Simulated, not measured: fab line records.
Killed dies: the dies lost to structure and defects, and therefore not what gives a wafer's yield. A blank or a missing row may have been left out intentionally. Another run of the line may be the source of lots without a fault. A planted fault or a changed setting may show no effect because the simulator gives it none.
Which tool is to blame?    flow berkeley cmos170    14 lots, 42 wafers sampled, at 6 steps of a route of 331

== WHAT EACH GAUGE READ, for each wafer ==
UCB170_CONTACT_OVL_MEAS_16. Usual: CONTACT_OVL typically reads -3 nm, with standard deviation 6.1.
lot   measured      on          CONTACT_OVL (nm)  flag
L742  day 7 02:23   overlay-01  -6 1 -2           
L744  day 7 16:49   overlay-02  -6 1 0            
L743  day 7 17:14   overlay-02  -7 -4 -6          
L745  day 8 09:37   overlay-02  3 -6 2            
L746  day 8 10:53   overlay-01  1 2 -1            
L748  day 8 16:32   overlay-01  -1 5 3            
L749  day 8 18:29   overlay-02  -1 -7 1           
L751  day 9 02:10   overlay-02  -9 -7 -15         
L754  day 9 15:38   overlay-01  3 8 -4            
L759  day 10 07:14  overlay-02  -6 -6 -4          
L758  day 10 11:14  overlay-01  -6 -9 -6          
L760  day 11 00:31  overlay-01  -9 -6 0           
L763  day 11 11:53  overlay-01  -3 -3 0           
L764  day 11 15:50  overlay-01  5 4 3             

UCB170_M1_RS_MEAS_01: measures by four-point-probe. Usual: M1_AL_RS typically reads 0.0481 ohm/sq, with standard deviation 0.00045.
lot   measured      on             M1_AL_RS (ohm/sq)     flag
L742  day 7 03:14   film metro-03  0.0485 0.0491 0.0479  
L744  day 7 17:29   film metro-01  0.0478 0.0475 0.0477  
L743  day 7 18:05   film metro-01  0.0477 0.0476 0.0474  
L745  day 8 10:17   film metro-01  0.0482 0.0482 0.0485  
L746  day 8 11:44   film metro-01  0.0489 0.0490 0.0482  
L748  day 8 17:13   film metro-01  0.0482 0.0486 0.0486  
L749  day 8 19:19   film metro-02  0.0477 0.0472 0.0466  
L751  day 9 03:56   film metro-03  0.0471 0.0477 0.0471  
L754  day 9 16:31   film metro-01  0.0481 0.0481 0.0480  
L759  day 10 09:17  film metro-03  0.0374 0.0483 0.0482  OFF
L758  day 10 11:59  film metro-01  0.0481 0.0480 0.0481  
L760  day 11 01:16  film metro-01  0.0369 0.0479 0.0477  OFF
L763  day 11 12:41  film metro-01  0.0480 0.0485 0.0479  
L764  day 11 16:29  film metro-01  0.0478 0.0480 0.0476  

UCB170_M1_THK_MEAS_02: measures by xrf. Usual: M1_AL_THK typically reads 612 nm, with standard deviation 6.9.
lot   measured      on             M1_AL_THK (nm)  flag
L742  day 7 03:20   film metro-03  600 592 603     
L744  day 7 17:36   film metro-01  617 621 617     
L743  day 7 18:12   film metro-01  617 618 623     
L745  day 8 10:24   film metro-01  614 615 610     
L746  day 8 11:49   film metro-01  605 603 616     
L748  day 8 17:19   film metro-01  617 610 609     
L749  day 8 19:26   film metro-02  621 629 643     
L751  day 9 04:04   film metro-03  618 615 621     
L754  day 9 16:37   film metro-01  614 614 610     
L759  day 10 09:24  film metro-03  777 606 606     OFF
L758  day 10 12:05  film metro-01  615 612 611     
L760  day 11 01:22  film metro-01  796 618 619     OFF
L763  day 11 12:48  film metro-01  610 606 618     
L764  day 11 16:37  film metro-01  614 614 618     

== WHICH TOOL RAN EACH LOT (tool, then ch and the chambers of the sampled wafers, then the start) ==
lot   UCB170_PSD_PEB_04                  UCB170_CONTACT_RTA_08             UCB170_M1_SPUTTER_00
L742  litho track-01 ch 0, day 6 18:13   rtp anneal-02 ch 0, day 7 01:17   pvd sputter-04, day 7 03:08
L744  litho track-04 ch 0, day 7 02:44   rtp anneal-02 ch 0, day 7 14:52   pvd sputter-01, day 7 17:25
L743  litho track-04 ch 0, day 7 03:02   rtp anneal-01 ch 0, day 7 14:53   pvd sputter-04, day 7 18:01
L745  litho track-03 ch 0, day 7 19:13   rtp anneal-01 ch 0, day 8 08:16   pvd sputter-04, day 8 10:13
L746  litho track-01 ch 0, day 7 19:22   rtp anneal-01 ch 0, day 8 09:26   pvd sputter-02, day 8 11:37
L748  litho track-03 ch 0, day 8 07:17   rtp anneal-02 ch 0, day 8 15:23   pvd sputter-04, day 8 17:08
L749  litho track-01 ch 0, day 8 07:45   rtp anneal-01 ch 0, day 8 16:41   pvd sputter-02, day 8 19:16
L751  litho track-04 ch 0, day 8 15:23   rtp anneal-01 ch 0, day 9 01:07   pvd sputter-01, day 9 03:53
L754  litho track-01 ch 0, day 9 06:22   rtp anneal-02 ch 0, day 9 14:04   pvd sputter-04, day 9 16:24
L759  litho track-03 ch 0, day 9 22:26   rtp anneal-02 ch 0, day 10 06:13  pvd sputter-04, day 10 09:13
L758  litho track-04 ch 0, day 9 23:12   rtp anneal-01 ch 0, day 10 09:26  pvd sputter-02, day 10 11:53
L760  litho track-04 ch 0, day 10 10:31  rtp anneal-02 ch 0, day 10 22:43  pvd sputter-04, day 11 01:10
L763  litho track-01 ch 0, day 10 22:23  rtp anneal-02 ch 0, day 11 09:41  pvd sputter-01, day 11 12:37
L764  litho track-01 ch 0, day 11 03:53  rtp anneal-02 ch 0, day 11 14:44  pvd sputter-02, day 11 16:26
- UCB170_PSD_PEB_04
- UCB170_CONTACT_RTA_08: time 10 s.
- UCB170_M1_SPUTTER_00: material Al, target thk 600 nm, time 80 s.

== WHAT THE TOOLS THEMSELVES READ (means of the sampled wafers that have a number; where no wafer has one, the mark that the record gives instead) ==
UCB170_PSD_PEB_04. Usual: plate sensor t centre C 131.41 C, standard deviation 0.0097; plate sensor t edge C 131.53 C, standard deviation 0.01.
lot   tool            plate sensor t centre C (C)  plate sensor t edge C (C)  flag
L742  litho track-01  131.42                       131.54                     
L744  litho track-04  131.41                       131.53                     
L743  litho track-04  131.40                       131.52                     
L745  litho track-03  131.41                       131.53                     
L746  litho track-01  131.40                       131.53                     
L748  litho track-03  131.40                       131.53                     
L749  litho track-01  131.40                       131.54                     
L751  litho track-04  131.41                       131.52                     
L754  litho track-01  131.41                       131.53                     
L759  litho track-03  131.41                       131.53                     
L758  litho track-04  131.40                       131.54                     
L760  litho track-04  131.41                       131.52                     
L763  litho track-01  131.41                       131.53                     
L764  litho track-01  131.41                       131.53                     

UCB170_CONTACT_RTA_08. Usual: lamp power pct 23.4 %, standard deviation 1.5; wafer_temp_C_max 904.5, standard deviation 1.3.
lot   tool           lamp power pct (%)  wafer_temp_C_max  flag
L742  rtp anneal-02  22.2                905.4             
L744  rtp anneal-02  22.2                905.2             
L743  rtp anneal-01  25.2                903.3             
L745  rtp anneal-01  25.2                903.7             
L746  rtp anneal-01  25.2                903.1             
L748  rtp anneal-02  22.2                904.9             
L749  rtp anneal-01  25.2                903.4             
L751  rtp anneal-01  25.2                903.5             
L754  rtp anneal-02  22.2                903.9             
L759  rtp anneal-02  22.2                905.4             
L758  rtp anneal-01  25.2                903.9             
L760  rtp anneal-02  22.2                905.1             
L763  rtp anneal-02  22.2                905.7             
L764  rtp anneal-02  22.2                905.5             

UCB170_M1_SPUTTER_00. Usual: cathode dc power W 6000.0 W, standard deviation 0.88; throttle valve pct 30.0 %, standard deviation 0.96.
lot   tool            cathode dc power W (W)  throttle valve pct (%)  flag
L742  pvd sputter-04  5999.6                  29.1                    
L744  pvd sputter-01  5999.7                  30.3                    
L743  pvd sputter-04  5999.8                  30.9                    
L745  pvd sputter-04  5999.6                  30.3                    
L746  pvd sputter-02  5999.3                  30.4                    
L748  pvd sputter-04  6000.1                  30.1                    
L749  pvd sputter-02  5999.9                  30.6                    
L751  pvd sputter-01  6001.0                  30.0                    
L754  pvd sputter-04  5999.5                  29.8                    
L759  pvd sputter-04  6574.4                  29.3                    OFF
L758  pvd sputter-02  6000.4                  30.8                    
L760  pvd sputter-04  6574.7                  29.7                    OFF
L763  pvd sputter-01  5999.7                  30.3                    
L764  pvd sputter-02  6000.0                  30.4                    

== THE ANSWER, worked out from the rows above alone ==
Rule: a lot counts as off when the mean over its wafers that have a number is more than 3 standard deviations away from the usual mean. A lot without any number at a reading at which 4 lots or more have one is off too. The other lots that the step has rows for count as sound. The gauges are gone through in route order, then the tools' own readings, and for those a lot's mean is taken as printed above. The first step at which some lot is off is used, and at that step the reading that is off furthest; a lot without a number counts as furthest.
Off: at UCB170_M1_RS_MEAS_01 (M1_AL_RS), L759, L760.
A tool fits if, at a process step before that reading, it ran every lot that is off, and no sound lot after the first of them. The gauges at UCB170_M1_RS_MEAS_01 aren't tried: what is off there is off at UCB170_M1_SPUTTER_00 too, on other tools, and a gauge's error can't cause that. One fits: UCB170_M1_SPUTTER_00 on pvd sputter-04. Its last sound lot is L754 (day 9 16:24), its first lot that is off L759 (day 10 09:13): a fault that began between those two fits.
On the lots that are off, the tool's own readings at UCB170_M1_SPUTTER_00 differ by more than 5 times the standard deviation of the sound lots' means, which bears it out; cathode dc power W reads 6574.5 W there versus 5999.9 W on the sound lots.

== WHAT THE SIMULATOR PUT IN ==
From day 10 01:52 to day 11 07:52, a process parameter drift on pvd sputter-04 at UCB170_M1_SPUTTER_00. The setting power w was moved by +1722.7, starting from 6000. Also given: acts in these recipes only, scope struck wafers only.
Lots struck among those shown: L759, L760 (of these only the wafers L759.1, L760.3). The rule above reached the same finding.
